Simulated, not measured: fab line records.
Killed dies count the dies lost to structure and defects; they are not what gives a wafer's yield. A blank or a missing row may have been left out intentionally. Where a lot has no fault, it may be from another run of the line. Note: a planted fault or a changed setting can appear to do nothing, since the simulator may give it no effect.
Which of the tools did it? -- flow berkeleyCmos170 -- 7 lots, 21 wafers sampled, at 4 steps of a route of 331

## WHAT THE GAUGES READ, wafer by wafer
UCB170_GATE_CD_MEAS_90 targets a cd of 350 nm.
lot,measured,on,cdNm (nm)
L105,day 6 17:47,cdSem-01,348.2 347.9 347.8
L107,day 7 19:32,cdSem-01,348.7 347.2 347.7
L113,day 8 22:05,cdSem-01,349.5 350.0 349.7
L116,day 9 10:55,cdSem-02,348.8 351.6 351.6
L119,day 9 11:28,cdSem-01,350.6 351.5 350.4
L122,day 10 07:28,cdSem-02,348.5 347.1 347.1
L123,day 10 15:24,cdSem-02,- - -

## WHICH TOOL RAN EACH LOT (tool, then ch and the chambers of the sampled wafers, then the start)
lot,UCB170_PFIELD_STRIP_08,UCB170_GATE_ETCH_14,UCB170_GATE_ETCH_15
L105,"plasmaAsher-04 ch 0,1, day 4 16:40","rieDiel-02 ch 0,2,3, day 6 17:35","rieSi-01 ch 0,1,3, day 6 17:38"
L107,"plasmaAsher-01 ch 0,1, day 5 21:49","rieDiel-03 ch 1,2,3, day 7 19:18","rieSi-02 ch 1,2,3, day 7 19:20"
L113,"plasmaAsher-01 ch 0,1, day 7 04:26","rieDiel-02 ch 2,3, day 8 21:53","rieSi-02 ch 0,3, day 8 21:56"
L116,"plasmaAsher-01 ch 0,1, day 7 16:38","rieDiel-01 ch 2,3, day 9 10:38","rieSi-02 ch 0,1,2, day 9 10:41"
L119,"plasmaAsher-04 ch 0,1, day 7 16:23","rieDiel-02 ch 0,1, day 9 11:09","rieSi-01 ch 0,1, day 9 11:11"
L122,"plasmaAsher-04 ch 0,1, day 8 03:45","rieDiel-01 ch 1,3, day 10 07:16","rieSi-02 ch 0,1,2, day 10 07:19"
L123,"plasmaAsher-04 ch 0,1, day 8 10:50","rieDiel-01 ch 0,1,3, day 10 15:10","rieSi-01 ch 0,1,3, day 10 15:13"
- UCB170_PFIELD_STRIP_08: strips in O2.
- UCB170_GATE_ETCH_14: etches BARC in N2/H2.
- UCB170_GATE_ETCH_15: etches poly-Si in HBr/Cl2, stops on SiO2, time 56.3 s, target depth 278.2 nm.

## THE ANSWER, worked out from the rows above alone
Rule: the lots themselves supply what counts as usual. Put in order of their means at a reading, lots are off if they are a third of the lots or fewer, leave a main group of 4 or more, and stand apart from it by a gap of 3 or more times the standard deviation of the main group's means; of several such gaps the widest counts. If all means in a main group match to the digits the tables above print for the reading, that group is not used. A lot without any number at a reading at which 4 lots or more have one is off too. The other lots that the step has rows for count as sound.
Off: L123, at UCB170_GATE_CD_MEAS_90 (cdNm). Without a number there: L123. Mean 349.1 nm and standard deviation 1.4 in the main group.
If a tool, at a process step before that reading, ran all the lots that are off and no sound lot after the first of them, it fits. The gauges at UCB170_GATE_CD_MEAS_90 are tried like those tools. Can't be told from this: 4 tools fit, plasmaAsher-04 at UCB170_PFIELD_STRIP_08, rieDiel-01 at UCB170_GATE_ETCH_14, rieSi-01 at UCB170_GATE_ETCH_15, cdSem-02 at UCB170_GATE_CD_MEAS_90.

## WHAT THE SIMULATOR HAD PUT IN
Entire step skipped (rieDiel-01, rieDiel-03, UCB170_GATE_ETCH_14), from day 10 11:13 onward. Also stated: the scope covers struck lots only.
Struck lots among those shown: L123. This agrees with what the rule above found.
